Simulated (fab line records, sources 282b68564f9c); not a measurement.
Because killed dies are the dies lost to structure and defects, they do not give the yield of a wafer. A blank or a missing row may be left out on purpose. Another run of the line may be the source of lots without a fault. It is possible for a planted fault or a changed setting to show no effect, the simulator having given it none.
fab line records / flow rit-cmos
[record] lots = 6 wafers = 18 last-day = 7
route steps=202 shown NLDD@113 PLDD@114 SPACER@125 M1@202
lots that met no fault: from a run of the same line without faults
start-h: hours from the record's first day to the start of the lot's first wafer shown / wait-h: hours elapsed since this lot's preceding step / " identical to the entry in the row above / L1.1+2: a single row standing in for several wafers / - value missing, or start not given / * or withheld: withheld / < > ~ a bound
route shown NAME@n: a module of which the file shows steps, and the number in the route of the first / usual: mean and standard deviation over wafers with no fault / same: alike in all rows / chamber/n: place in a boat / sites: readings site by site / _std_site: their standard deviation / _edge_site: inner sites' mean taken away from outer sites' mean / radius-mm: how far each site lies from the wafer's centre / mask NAME#n: copy n / behind: tool/chamber where the wafer was last shaped / hold: cause of the lot's hold/its duration in hours/its outcome / device: transistor that didn't switch, given as n, p or np / end of line: tests run on the same wafers once the route is complete / for a step that has no rows: nothing shown but its recipe / killed: the dies lost at the first sort to structure and to defects; this is not the yield of the wafer / map: the dies of a wafer, with x for killed, . for not killed, _ for no die there
set.NAME: the setting that was run; set.NAME@STEP: the one run at that earlier step / model.NAME: the simulator's own value behind a step, which no gauge read
lots at selected steps of the route; one table per step, one row per wafer
services: when a tool's chamber went out of use (start-h, in hours from the record's first day, below 0 if earlier), for how many hours, and the reason
[[steps]]
[step RIT_NLDD_TW_MEAS_10]
[usual] NLDD_TW = 2500/17
lot.wafer=L482.1 tool=film-metro-02 chamber=- start-h=74.25 wait-h=0.1 NLDD_TW=2499
lot.wafer=L482.2 tool=film-metro-02 chamber=- start-h=74.25 wait-h=0.1 NLDD_TW=2507
lot.wafer=L482.6 tool=film-metro-02 chamber=- start-h=74.25 wait-h=0.1 NLDD_TW=2506
lot.wafer=L483.2 tool=film-metro-01 chamber=- start-h=82.35 wait-h=0.1 NLDD_TW=2505
lot.wafer=L483.4 tool=film-metro-01 chamber=- start-h=82.35 wait-h=0.1 NLDD_TW=2486
lot.wafer=L483.5 tool=film-metro-01 chamber=- start-h=82.35 wait-h=0.1 NLDD_TW=2497
lot.wafer=L489.1 tool=film-metro-02 chamber=- start-h=110.79 wait-h=0.1 NLDD_TW=2513
lot.wafer=L489.3 tool=film-metro-02 chamber=- start-h=110.79 wait-h=0.1 NLDD_TW=2518
lot.wafer=L489.4 tool=film-metro-02 chamber=- start-h=110.79 wait-h=0.1 NLDD_TW=2502
lot.wafer=L491.3 tool=film-metro-03 chamber=- start-h=118.03 wait-h=0.1 NLDD_TW=2481
lot.wafer=L491.4 tool=film-metro-03 chamber=- start-h=118.03 wait-h=0.1 NLDD_TW=2469
lot.wafer=L491.5 tool=film-metro-03 chamber=- start-h=118.03 wait-h=0.1 NLDD_TW=2473
lot.wafer=L494.1 tool=film-metro-02 chamber=- start-h=135.03 wait-h=0.1 NLDD_TW=2498
lot.wafer=L494.4 tool=film-metro-02 chamber=- start-h=135.03 wait-h=0.1 NLDD_TW=2513
lot.wafer=L494.5 tool=film-metro-02 chamber=- start-h=135.03 wait-h=0.1 NLDD_TW=2520
lot.wafer=L497.2 tool=film-metro-03 chamber=- start-h=147.67 wait-h=0.1 NLDD_TW=2497
lot.wafer=L497.3 tool=film-metro-03 chamber=- start-h=147.67 wait-h=0.1 NLDD_TW=2500
lot.wafer=L497.4 tool=film-metro-03 chamber=- start-h=147.67 wait-h=0.1 NLDD_TW=2499
[step RIT_PLDD_HMDS_00]
[recipe] prime-time-s = 60 prime-temp-c = 140
[step RIT_PLDD_COAT_01]
[recipe] resist = NOVOLAK spin-rpm = 3250 resist-thk-nm = 1000
[step RIT_PLDD_SOFTBAKE_02]
[recipe] resist = NOVOLAK temp-c = 90 time-s = 60
[step RIT_PLDD_EXPOSE_03]
[recipe] mask-id = M8 na = 0.57 target-cd-nm = 40900 dose-mj = 250
[step RIT_PLDD_PEB_04]
[recipe] resist = NOVOLAK temp-c = withheld time-s = withheld
[step RIT_PLDD_DEVELOP_05]
[recipe] resist = NOVOLAK develop-time-s = 50 dev-temp-c = 23
[step RIT_PLDD_OVL_MEAS_06]
[usual] PLDD_OVL = -0.3/1.2
lot.wafer=L482.1 tool=overlay-01 chamber=- start-h=75.29 wait-h=- PLDD_OVL[nm]=0.3
lot.wafer=L482.2 tool=overlay-01 chamber=- start-h=75.29 wait-h=- PLDD_OVL[nm]=0.2
lot.wafer=L482.6 tool=overlay-01 chamber=- start-h=75.29 wait-h=- PLDD_OVL[nm]=1.2
lot.wafer=L483.2 tool=overlay-01 chamber=- start-h=83.25 wait-h=- PLDD_OVL[nm]=-2.8
lot.wafer=L483.4 tool=overlay-01 chamber=- start-h=83.25 wait-h=- PLDD_OVL[nm]=-2.2
lot.wafer=L483.5 tool=overlay-01 chamber=- start-h=83.25 wait-h=- PLDD_OVL[nm]=-2.9
lot.wafer=L489.1 tool=overlay-01 chamber=- start-h=111.83 wait-h=- PLDD_OVL[nm]=-0.9
lot.wafer=L489.3 tool=overlay-01 chamber=- start-h=111.83 wait-h=- PLDD_OVL[nm]=-0.2
lot.wafer=L489.4 tool=overlay-01 chamber=- start-h=111.83 wait-h=- PLDD_OVL[nm]=-1.8
lot.wafer=L491.3 tool=overlay-01 chamber=- start-h=118.93 wait-h=- PLDD_OVL[nm]=-1.8
lot.wafer=L491.4 tool=overlay-01 chamber=- start-h=118.93 wait-h=- PLDD_OVL[nm]=-2.3
lot.wafer=L491.5 tool=overlay-01 chamber=- start-h=118.93 wait-h=- PLDD_OVL[nm]=-2.2
lot.wafer=L494.1 tool=overlay-01 chamber=- start-h=135.94 wait-h=- PLDD_OVL[nm]=-1.5
lot.wafer=L494.4 tool=overlay-01 chamber=- start-h=135.94 wait-h=- PLDD_OVL[nm]=0.9
lot.wafer=L494.5 tool=overlay-01 chamber=- start-h=135.94 wait-h=- PLDD_OVL[nm]=0.8
lot.wafer=L497.2 tool=overlay-02 chamber=- start-h=148.70 wait-h=- PLDD_OVL[nm]=0.4
lot.wafer=L497.3 tool=overlay-02 chamber=- start-h=148.70 wait-h=- PLDD_OVL[nm]=-1.2
lot.wafer=L497.4 tool=overlay-02 chamber=- start-h=148.70 wait-h=- PLDD_OVL[nm]=-0.7
[step RIT_PLDD_HARDBAKE_07]
[recipe] resist = NOVOLAK temp-c = 140 time-s = 60
[step RIT_PLDD_IMPLANT_08]
[recipe] species = BF2 energy-kev = 20 dose-cm2 = 8.897e+14 tilt-deg = 7
[step RIT_PLDD_STRIP_09]
[recipe] chemistry = O2 time-s = 180 resist = NOVOLAK platen-temp-c = withheld power-w = 500 pressure-mtorr = 4000 o2-flow-sccm = 4000
[usual] drypump-motor-current-A = 6.0/0.37
[same] time-s = 180
lot.wafer=L482.1 tool=plasma-asher-02 chamber=1 start-h=75.62 wait-h=0.1 drypump-motor-current-A=6.3 rf-hours-counter-h=44
lot.wafer=L482.2 tool=plasma-asher-02 chamber=0 start-h=75.62 wait-h=0.1 drypump-motor-current-A=6.3 rf-hours-counter-h=44
lot.wafer=L482.6 tool=plasma-asher-02 chamber=1 start-h=75.62 wait-h=0.1 drypump-motor-current-A=6.3 rf-hours-counter-h=-
lot.wafer=L483.2 tool=plasma-asher-02 chamber=1 start-h=83.58 wait-h=0.1 drypump-motor-current-A=6.3 rf-hours-counter-h=45
lot.wafer=L483.4 tool=plasma-asher-02 chamber=1 start-h=83.58 wait-h=0.1 drypump-motor-current-A=6.3 rf-hours-counter-h=-
lot.wafer=L483.5 tool=plasma-asher-02 chamber=1 start-h=83.58 wait-h=0.1 drypump-motor-current-A=6.3 rf-hours-counter-h=-
lot.wafer=L489.1 tool=plasma-asher-01 chamber=1 start-h=112.41 wait-h=0.1 drypump-motor-current-A=6.4 rf-hours-counter-h=45
lot.wafer=L489.3 tool=plasma-asher-01 chamber=0 start-h=112.41 wait-h=0.1 drypump-motor-current-A=5.6 rf-hours-counter-h=-
lot.wafer=L489.4 tool=plasma-asher-01 chamber=1 start-h=112.41 wait-h=0.1 drypump-motor-current-A=6.4 rf-hours-counter-h=-
lot.wafer=L491.3 tool=plasma-asher-01 chamber=1 start-h=119.31 wait-h=0.1 drypump-motor-current-A=6.4 rf-hours-counter-h=-
lot.wafer=L491.4 tool=plasma-asher-01 chamber=0 start-h=119.31 wait-h=0.1 drypump-motor-current-A=5.7 rf-hours-counter-h=-
lot.wafer=L491.5 tool=plasma-asher-01 chamber=1 start-h=119.31 wait-h=0.1 drypump-motor-current-A=6.4 rf-hours-counter-h=-
lot.wafer=L494.1 tool=plasma-asher-01 chamber=1 start-h=136.27 wait-h=0.1 drypump-motor-current-A=6.4 rf-hours-counter-h=49
lot.wafer=L494.4 tool=plasma-asher-01 chamber=1 start-h=136.27 wait-h=0.1 drypump-motor-current-A=6.4 rf-hours-counter-h=-
lot.wafer=L494.5 tool=plasma-asher-01 chamber=0 start-h=136.27 wait-h=0.1 drypump-motor-current-A=5.6 rf-hours-counter-h=-
lot.wafer=L497.2 tool=plasma-asher-02 chamber=0 start-h=149.03 wait-h=0.1 drypump-motor-current-A=6.2 rf-hours-counter-h=5
lot.wafer=L497.3 tool=plasma-asher-02 chamber=1 start-h=149.03 wait-h=0.1 drypump-motor-current-A=6.3 rf-hours-counter-h=-
lot.wafer=L497.4 tool=plasma-asher-02 chamber=0 start-h=149.03 wait-h=0.1 drypump-motor-current-A=6.3 rf-hours-counter-h=-
[step RIT_PLDD_TW_MEAS_10]
[usual] PLDD_TW = 2348/14
lot.wafer=L482.1 tool=film-metro-01 chamber=- start-h=75.80 wait-h=0.1 PLDD_TW=2353
lot.wafer=L482.2 tool=film-metro-01 chamber=- start-h=75.80 wait-h=0.1 PLDD_TW=2345
lot.wafer=L482.6 tool=film-metro-01 chamber=- start-h=75.80 wait-h=0.1 PLDD_TW=2347
lot.wafer=L483.2 tool=film-metro-02 chamber=- start-h=83.77 wait-h=0.1 PLDD_TW=2351
lot.wafer=L483.4 tool=film-metro-02 chamber=- start-h=83.77 wait-h=0.1 PLDD_TW=2351
lot.wafer=L483.5 tool=film-metro-02 chamber=- start-h=83.77 wait-h=0.1 PLDD_TW=2358
lot.wafer=L489.1 tool=film-metro-02 chamber=- start-h=112.58 wait-h=0.1 PLDD_TW=2360
lot.wafer=L489.3 tool=film-metro-02 chamber=- start-h=112.58 wait-h=0.1 PLDD_TW=2359
lot.wafer=L489.4 tool=film-metro-02 chamber=- start-h=112.58 wait-h=0.1 PLDD_TW=2364
lot.wafer=L491.3 tool=film-metro-02 chamber=- start-h=119.45 wait-h=0.1 PLDD_TW=2373
lot.wafer=L491.4 tool=film-metro-02 chamber=- start-h=119.45 wait-h=0.1 PLDD_TW=2359
lot.wafer=L491.5 tool=film-metro-02 chamber=- start-h=119.45 wait-h=0.1 PLDD_TW=2359
lot.wafer=L494.1 tool=film-metro-03 chamber=- start-h=136.45 wait-h=0.1 PLDD_TW=2352
lot.wafer=L494.4 tool=film-metro-03 chamber=- start-h=136.45 wait-h=0.1 PLDD_TW=2358
lot.wafer=L494.5 tool=film-metro-03 chamber=- start-h=136.45 wait-h=0.1 PLDD_TW=2345
lot.wafer=L497.2 tool=film-metro-02 chamber=- start-h=149.21 wait-h=0.1 PLDD_TW=2353
lot.wafer=L497.3 tool=film-metro-02 chamber=- start-h=149.21 wait-h=0.1 PLDD_TW=2355
lot.wafer=L497.4 tool=film-metro-02 chamber=- start-h=149.21 wait-h=0.1 PLDD_TW=2354
[step RIT_SPACER_CLEAN_00]
[recipe] chemistry = SC1 mix = 3:3:50 time-s = 600 temp-c = 75
[usual] run-length-s = 628/3.5
lot.wafer=L482.1 tool=wet-bench-04 chamber=1 start-h=75.86 wait-h=0.1 run-length-s=624 model.SiO2_of_REOX_OXIDATION_03.thk-nm=23.8
lot.wafer=L482.2 tool=wet-bench-04 chamber=1 start-h=75.86 wait-h=0.1 run-length-s=624 model.SiO2_of_REOX_OXIDATION_03.thk-nm=23.52
lot.wafer=L482.6 tool=wet-bench-04 chamber=1 start-h=75.86 wait-h=0.1 run-length-s=624 model.SiO2_of_REOX_OXIDATION_03.thk-nm=23.48
lot.wafer=L483.2 tool=wet-bench-03 chamber=3 start-h=83.82 wait-h=0.0 run-length-s=626 model.SiO2_of_REOX_OXIDATION_03.thk-nm=23.57
lot.wafer=L483.4 tool=wet-bench-03 chamber=3 start-h=83.82 wait-h=0.0 run-length-s=626 model.SiO2_of_REOX_OXIDATION_03.thk-nm=23.96
lot.wafer=L483.5 tool=wet-bench-03 chamber=3 start-h=83.82 wait-h=0.0 run-length-s=626 model.SiO2_of_REOX_OXIDATION_03.thk-nm=24.2
lot.wafer=L489.1 tool=wet-bench-04 chamber=1 start-h=112.64 wait-h=0.1 run-length-s=919 model.SiO2_of_REOX_OXIDATION_03.thk-nm=22.73
lot.wafer=L489.3 tool=wet-bench-04 chamber=1 start-h=112.64 wait-h=0.1 run-length-s=919 model.SiO2_of_REOX_OXIDATION_03.thk-nm=23.34
lot.wafer=L489.4 tool=wet-bench-04 chamber=1 start-h=112.64 wait-h=0.1 run-length-s=919 model.SiO2_of_REOX_OXIDATION_03.thk-nm=22.74
lot.wafer=L491.3 tool=wet-bench-04 chamber=1 start-h=119.49 wait-h=0.0 run-length-s=919 model.SiO2_of_REOX_OXIDATION_03.thk-nm=23.39
lot.wafer=L491.4 tool=wet-bench-04 chamber=1 start-h=119.49 wait-h=0.0 run-length-s=919 model.SiO2_of_REOX_OXIDATION_03.thk-nm=23.57
lot.wafer=L491.5 tool=wet-bench-04 chamber=1 start-h=119.49 wait-h=0.0 run-length-s=919 model.SiO2_of_REOX_OXIDATION_03.thk-nm=23.49
lot.wafer=L494.1 tool=wet-bench-01 chamber=3 start-h=136.51 wait-h=0.1 run-length-s=634 model.SiO2_of_REOX_OXIDATION_03.thk-nm=23.85
lot.wafer=L494.4 tool=wet-bench-01 chamber=3 start-h=136.51 wait-h=0.1 run-length-s=634 model.SiO2_of_REOX_OXIDATION_03.thk-nm=23.68
lot.wafer=L494.5 tool=wet-bench-01 chamber=3 start-h=136.51 wait-h=0.1 run-length-s=634 model.SiO2_of_REOX_OXIDATION_03.thk-nm=23.77
lot.wafer=L497.2 tool=wet-bench-03 chamber=3 start-h=149.26 wait-h=0.0 run-length-s=625 model.SiO2_of_REOX_OXIDATION_03.thk-nm=23.12
lot.wafer=L497.3 tool=wet-bench-03 chamber=3 start-h=149.26 wait-h=0.0 run-length-s=625 model.SiO2_of_REOX_OXIDATION_03.thk-nm=23.26
lot.wafer=L497.4 tool=wet-bench-03 chamber=3 start-h=149.26 wait-h=0.0 run-length-s=625 model.SiO2_of_REOX_OXIDATION_03.thk-nm=23.15
[step RIT_SPACER_CLEAN_01]
[recipe] chemistry = dHF dilution = 50:1 time-s = 30
[step RIT_M1_PROBE_99]
[usual] killed-at-front-end = 6.8/2.9 killed-dies = 6.9/2.9 killed-open = 3.3/1.9 killed-short = 3.6/1.9
[same] gross-dies = 264 killed_at_M0_to_M3 = 0 killed_at_M4_up = 0 killed-at-back-side = 0 killed-at-contacts = 0 killed-at-other = 0
lot.wafer=L482.1 tool=prober-01 chamber=- start-h=89.42 wait-h=0.1 killed-at-front-end=8 killed-dies=8 killed-open=6 killed-short=2
lot.wafer=L482.2 tool=prober-01 chamber=- start-h=89.47 wait-h=0.1 killed-at-front-end=3 killed-dies=3 killed-open=2 killed-short=1
lot.wafer=L482.6 tool=prober-01 chamber=- start-h=89.67 wait-h=0.2 killed-at-front-end=10 killed-dies=10 killed-open=3 killed-short=7
lot.wafer=L483.2 tool=prober-01 chamber=- start-h=99.02 wait-h=0.1 killed-at-front-end=4 killed-dies=4 killed-open=2 killed-short=2
lot.wafer=L483.4 tool=prober-01 chamber=- start-h=99.12 wait-h=0.2 killed-at-front-end=5 killed-dies=5 killed-open=2 killed-short=3
lot.wafer=L483.5 tool=prober-01 chamber=- start-h=99.17 wait-h=0.2 killed-at-front-end=8 killed-dies=8 killed-open=4 killed-short=4
lot.wafer=L489.1 tool=prober-01 chamber=- start-h=127.08 wait-h=0.1 killed-at-front-end=8 killed-dies=8 killed-open=5 killed-short=3
lot.wafer=L489.3 tool=prober-01 chamber=- start-h=127.18 wait-h=0.2 killed-at-front-end=5 killed-dies=5 killed-open=1 killed-short=4
lot.wafer=L489.4 tool=prober-01 chamber=- start-h=127.23 wait-h=0.2 killed-at-front-end=8 killed-dies=8 killed-open=3 killed-short=5
lot.wafer=L491.3 tool=prober-01 chamber=- start-h=133.36 wait-h=0.2 killed-at-front-end=10 killed-dies=10 killed-open=4 killed-short=6
lot.wafer=L491.4 tool=prober-01 chamber=- start-h=133.41 wait-h=0.2 killed-at-front-end=10 killed-dies=10 killed-open=4 killed-short=6
lot.wafer=L491.5 tool=prober-01 chamber=- start-h=133.46 wait-h=0.2 killed-at-front-end=11 killed-dies=11 killed-open=5 killed-short=6
lot.wafer=L494.1 tool=prober-02 chamber=- start-h=150.04 wait-h=0.1 killed-at-front-end=4 killed-dies=4 killed-open=1 killed-short=3
lot.wafer=L494.4 tool=prober-02 chamber=- start-h=150.19 wait-h=0.2 killed-at-front-end=6 killed-dies=6 killed-open=1 killed-short=5
lot.wafer=L494.5 tool=prober-02 chamber=- start-h=150.24 wait-h=0.2 killed-at-front-end=5 killed-dies=5 killed-open=0 killed-short=5
lot.wafer=L497.2 tool=prober-01 chamber=- start-h=164.30 wait-h=0.1 killed-at-front-end=7 killed-dies=7 killed-open=4 killed-short=3
lot.wafer=L497.3 tool=prober-01 chamber=- start-h=164.35 wait-h=0.2 killed-at-front-end=5 killed-dies=5 killed-open=4 killed-short=1
lot.wafer=L497.4 tool=prober-01 chamber=- start-h=164.40 wait-h=0.2 killed-at-front-end=4 killed-dies=4 killed-open=1 killed-short=3
// killed by level:class
L482.1 GATE:geometric-particle:open=4 FOX2:geometric-particle:open=1 FOX2:geometric-particle:short=1 SPACER:geometric-particle:short=1 SPACER:geometric-particle:open=1
L482.2 GATE:geometric-particle:short=1 GATE:geometric-particle:open=1 SPACER:geometric-particle:open=1
L482.6 SPACER:geometric-particle:short=5 FOX2:geometric-particle:open=2 FOX2:geometric-particle:short=1 GATE:geometric-particle:open=1 GATE:geometric-particle:short=1
L483.2 GATE:geometric-particle:short=1 GATE:geometric-particle:open=1 REOX:geometric-particle:short=1 REOX:geometric-particle:open=1
L483.4 FOX1:geometric-particle:short=1 FOX2:geometric-particle:open=1 FOX2:geometric-particle:short=1 GATE:geometric-particle:short=1 SPACER:geometric-particle:open=1
L483.5 REOX:geometric-particle:open=2 SPACER:geometric-particle:short=2 FOX1:geometric-particle:open=1 FOX1:geometric-particle:short=1 SILICIDE:geometric-particle:open=1 SILICIDE:geometric-particle:short=1
L489.1 GATE:geometric-particle:open=3 FOX1:geometric-particle:open=1 GATE:geometric-particle:short=1 REOX:geometric-particle:open=1 REOX:geometric-particle:short=1 SILICIDE:geometric-particle:short=1
L489.3 SILICIDE:geometric-particle:short=2 FOX1:geometric-particle:short=1 GATE:geometric-particle:short=1 SILICIDE:geometric-particle:open=1
L489.4 FOX1:geometric-particle:short=2 GATE:geometric-particle:open=2 GATE:geometric-particle:short=2 SPACER:geometric-particle:short=1 SILICIDE:geometric-particle:open=1
L491.3 GATE:geometric-particle:open=4 FOX1:geometric-particle:short=2 GATE:geometric-particle:short=2 REOX:geometric-particle:short=1 SILICIDE:geometric-particle:short=1
L491.4 GATE:geometric-particle:short=3 REOX:geometric-particle:short=3 FOX1:geometric-particle:open=1 GATE:geometric-particle:open=1 REOX:geometric-particle:open=1 SPACER:geometric-particle:open=1
L491.5 GATE:geometric-particle:short=4 GATE:geometric-particle:open=4 REOX:geometric-particle:short=2 SPACER:geometric-particle:open=1
L494.1 GATE:geometric-particle:short=2 GATE:geometric-particle:open=1 SPACER:geometric-particle:short=1
L494.4 GATE:geometric-particle:short=2 FOX1:geometric-particle:open=1 FOX2:geometric-particle:short=1 SPACER:geometric-particle:short=1 SILICIDE:geometric-particle:short=1
L494.5 GATE:geometric-particle:short=3 FOX2:geometric-particle:short=1 SILICIDE:geometric-particle:short=1
L497.2 REOX:geometric-particle:open=2 FOX2:geometric-particle:short=1 GATE:geometric-particle:short=1 GATE:geometric-particle:open=1 REOX:geometric-particle:short=1 SPACER:geometric-particle:open=1
L497.3 REOX:geometric-particle:open=2 SPACER:geometric-particle:open=2 FOX2:geometric-particle:short=1
L497.4 REOX:geometric-particle:short=2 GATE:geometric-particle:short=1 SPACER:geometric-particle:open=1
[[services]]
tool=plasma-asher-01 chamber=- start-h=74.01 hours=19.3 kind=repair
tool=wet-bench-03 chamber=- start-h=105.54 hours=1.9 kind=repair
tool=plasma-asher-02 chamber=- start-h=108.75 hours=9.0 kind=pm
tool=plasma-asher-02 chamber=0 start-h=108.75 hours=9.0 kind=vent-cycle
tool=plasma-asher-02 chamber=1 start-h=108.75 hours=9.0 kind=vent-cycle
tool=plasma-asher-02 chamber=0 start-h=117.75 hours=- kind=clean
tool=plasma-asher-02 chamber=1 start-h=117.75 hours=- kind=clean
tool=wet-bench-01 chamber=- start-h=138.84 hours=3.0 kind=repair
[[key]]
[first-sign] step = RIT_SPACER_CLEAN_00 reading = run-length-s direction = up sigmas = 84 usual = * struck = *
effect none on later readings
[model-effect] step = RIT_SPACER_CLEAN_00 value = SiO2_of_REOX_OXIDATION_03.thk-nm without = 24.17 struck = 23.21
met-at RIT_SPACER_CLEAN_00
struck-wafers L489.1,L489.3,L489.4,L491.3,L491.4,L491.5
tester-left-out L489,L491
onset-between 75.86 112.64
[fault] kind = process-parameter-drift tool = wet-bench-04 chamber = - onset-h = 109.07 steps = RIT_SPACER_CLEAN_00 channel = time-s offset = * shape = step end-h = 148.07 acts-in = * stated = *
// tester-left-out: of these lots the tester's yield and bins aren't shown, on N5 and GAA mostly nor the transistor test; their killed dies are dies lost to structure and defects alone, not to doping, threshold or leakage, so they don't give the yield
